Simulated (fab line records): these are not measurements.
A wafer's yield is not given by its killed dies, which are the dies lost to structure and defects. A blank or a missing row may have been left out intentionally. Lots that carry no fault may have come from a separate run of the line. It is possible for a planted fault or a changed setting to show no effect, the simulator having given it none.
Which tool is to blame?	flow berkeley_cmos170	Sampling: 14 lots, 42 wafers, 4 of 331 route steps

WHAT EACH GAUGE READ, for each wafer
UCB170_CONTACT_CD_MEAS_15 targets a cd of 700 nm. Usual: 700.5 nm for cd_nm, sd 1.5.
lot	measured	on	cd_nm (nm)	flag
L283	day 8 09:22	cd_sem-01	700.3 700.7 701.3	
L289	day 8 22:39	cd_sem-01	697.8 697.5 697.8	
L286	day 9 01:31	cd_sem-02	700.5 700.3 700.7	
L288	day 9 01:07	cd_sem-02	699.1 700.4 701.1	
L285	day 9 01:27	cd_sem-01	699.3 699.0 698.4	
L292	day 9 18:41	cd_sem-02	700.1 702.1 703.0	
L290	day 9 18:57	cd_sem-02	726.9 710.3 714.0	OFF
L291	day 9 18:18	cd_sem-02	727.3 720.4 712.1	OFF
L301	day 11 09:10	cd_sem-02	698.6 699.7 698.2	
L302	day 11 08:39	cd_sem-01	701.7 702.8 701.5	
L300	day 11 09:23	cd_sem-01	697.2 699.6 698.1	
L304	day 11 22:56	cd_sem-02	701.1 700.8 700.8	
L305	day 12 13:24	cd_sem-01	701.4 701.7 701.0	
L306	day 12 13:39	cd_sem-02	702.3 701.9 701.6	

EACH LOT AND THE TOOL THAT RAN IT (in order: tool; ch and the chambers of the sampled wafers; start)
lot	UCB170_SILICIDE_RTA_04	UCB170_CONTACT_RTA_08	UCB170_CONTACT_EXPOSE_12
L283	rtp_anneal-02 ch 0, day 8 04:31	rtp_anneal-01 ch 0, day 8 08:20	krf_scanner-01 ch 0, day 8 08:59
L289	rtp_anneal-02 ch 0, day 8 18:04	rtp_anneal-01 ch 0, day 8 20:59	krf_scanner-01 ch 0, day 8 21:37
L286	rtp_anneal-01 ch 0, day 8 18:14	rtp_anneal-02 ch 0, day 8 23:02	krf_scanner-02 ch 0, day 9 00:24
L288	rtp_anneal-02 ch 0, day 8 18:35	rtp_anneal-02 ch 0, day 8 22:51	krf_scanner-01 ch 0, day 8 23:50
L285	rtp_anneal-01 ch 0, day 8 18:38	rtp_anneal-01 ch 0, day 8 22:51	krf_scanner-01 ch 0, day 8 23:58
L292	rtp_anneal-02 ch 0, day 9 11:43	rtp_anneal-02 ch 0, day 9 15:31	krf_scanner-02 ch 0, day 9 17:13
L290	rtp_anneal-01 ch 0, day 9 11:54	rtp_anneal-01 ch 0, day 9 15:38	krf_scanner-01 ch 0, day 9 17:28
L291	rtp_anneal-02 ch 0, day 9 12:11	rtp_anneal-01 ch 0, day 9 15:29	krf_scanner-01 ch 0, day 9 16:59
L301	rtp_anneal-02 ch 0, day 11 00:22	rtp_anneal-01 ch 0, day 11 05:56	krf_scanner-02 ch 0, day 11 07:10
L302	rtp_anneal-01 ch 0, day 11 00:37	rtp_anneal-02 ch 0, day 11 05:57	krf_scanner-02 ch 0, day 11 06:56
L300	rtp_anneal-02 ch 0, day 11 01:31	rtp_anneal-01 ch 0, day 11 06:01	krf_scanner-02 ch 0, day 11 07:38
L304	rtp_anneal-02 ch 0, day 11 17:37	rtp_anneal-02 ch 0, day 11 21:18	krf_scanner-02 ch 0, day 11 21:56
L305	rtp_anneal-02 ch 0, day 12 07:44	rtp_anneal-01 ch 0, day 12 11:44	krf_scanner-02 ch 0, day 12 12:48
L306	rtp_anneal-02 ch 0, day 12 08:02	rtp_anneal-02 ch 0, day 12 11:53	krf_scanner-02 ch 0, day 12 12:53
- UCB170_SILICIDE_RTA_04: time 15 s.
- UCB170_CONTACT_RTA_08: time 10 s.
- UCB170_CONTACT_EXPOSE_12: exposes mask CONT, target cd 700 nm.

AS READ BY THE TOOLS THEMSELVES (means over the sampled wafers that have a number; for cases with no such wafer, the mark the record gives instead)
UCB170_SILICIDE_RTA_04. Usual: chamber_o2_ppm 2.002, standard deviation 0.024; lamp_power_pct 10.0 %, standard deviation 0.61; wafer_temp_C_max 652.8, standard deviation 0.6.
lot	tool	chamber_o2_ppm	lamp_power_pct (%)	wafer_temp_C_max	flag
L283	rtp_anneal-02	1.998	9.4	653.3	
L289	rtp_anneal-02	1.999	9.4	652.7	
L286	rtp_anneal-01	1.978	10.7	652.4	
L288	rtp_anneal-02	1.998	9.4	652.9	
L285	rtp_anneal-01	2.006	10.7	652.7	
L292	rtp_anneal-02	1.971	9.4	653.0	
L290	rtp_anneal-01	2.003	10.7	653.1	
L291	rtp_anneal-02	1.988	9.4	653.6	
L301	rtp_anneal-02	2.017	9.4	652.1	
L302	rtp_anneal-01	2.002	10.7	652.5	
L300	rtp_anneal-02	2.012	9.4	653.0	
L304	rtp_anneal-02	1.967	9.4	652.4	
L305	rtp_anneal-02	1.973	9.4	652.3	
L306	rtp_anneal-02	2.024	9.4	652.8	

UCB170_CONTACT_RTA_08. Usual: chamber_o2_ppm 1.997, standard deviation 0.024; lamp_power_pct 23.5 %, standard deviation 1.5; wafer_temp_C_max 903.9, standard deviation 0.76.
lot	tool	chamber_o2_ppm	lamp_power_pct (%)	wafer_temp_C_max	flag
L283	rtp_anneal-01	1.987	24.9	904.0	
L289	rtp_anneal-01	1.981	24.9	904.4	
L286	rtp_anneal-02	1.970	22.0	903.5	
L288	rtp_anneal-02	1.992	22.0	904.0	
L285	rtp_anneal-01	1.980	24.9	903.4	
L292	rtp_anneal-02	2.037	22.0	903.4	
L290	rtp_anneal-01	1.981	24.9	904.3	
L291	rtp_anneal-01	1.992	24.9	903.7	
L301	rtp_anneal-01	1.980	24.9	904.8	
L302	rtp_anneal-02	1.986	22.0	904.3	
L300	rtp_anneal-01	2.040	24.9	903.5	
L304	rtp_anneal-02	2.002	22.0	904.4	
L305	rtp_anneal-01	2.003	24.9	903.8	
L306	rtp_anneal-02	1.971	22.0	903.5	

UCB170_CONTACT_EXPOSE_12. Usual: stage_vel_mm_s 499.96 mm/s, standard deviation 0.23.
lot	tool	stage_vel_mm_s (mm/s)	flag
L283	krf_scanner-01	499.94	
L289	krf_scanner-01	500.03	
L286	krf_scanner-02	500.09	
L288	krf_scanner-01	500.05	
L285	krf_scanner-01	499.86	
L292	krf_scanner-02	499.79	
L290	krf_scanner-01	500.06	
L291	krf_scanner-01	499.76	
L301	krf_scanner-02	500.02	
L302	krf_scanner-02	500.00	
L300	krf_scanner-02	500.20	
L304	krf_scanner-02	499.83	
L305	krf_scanner-02	499.86	
L306	krf_scanner-02	499.84	

THE ANSWER, worked out from the rows above alone
Rule: take the mean of a lot's wafers that have a number; if it is more than 3 standard deviations from the usual mean, the lot is off. Also off: a lot with no number at a reading for which 4 or more lots have one. Any other lot the step has rows for is counted as sound. Order of review: gauges by route order, followed by the tools' own readings, for which a lot's mean as printed above is used. At the first step where some lot is off, the reading lying furthest off is the one used; lots without a number count as furthest.
Off: L290, L291, at UCB170_CONTACT_CD_MEAS_15 (cd_nm).
A tool fits if, at a process step before that reading, it ran every lot that is off, and no sound lot after the first of them. Gauges at UCB170_CONTACT_CD_MEAS_15: tried the same way as those tools. One fits: krf_scanner-01 at UCB170_CONTACT_EXPOSE_12. Its last sound lot is L285 (day 8 23:58), its first lot that is off L291 (day 9 16:59): a fault that began between those two fits.

WHAT WAS PUT IN BY THE SIMULATOR
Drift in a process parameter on krf_scanner-01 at UCB170_CONTACT_EXPOSE_12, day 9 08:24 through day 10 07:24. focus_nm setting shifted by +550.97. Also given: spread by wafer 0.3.
Struck lots among those shown: L291, L290. The rule given above showed the same thing.
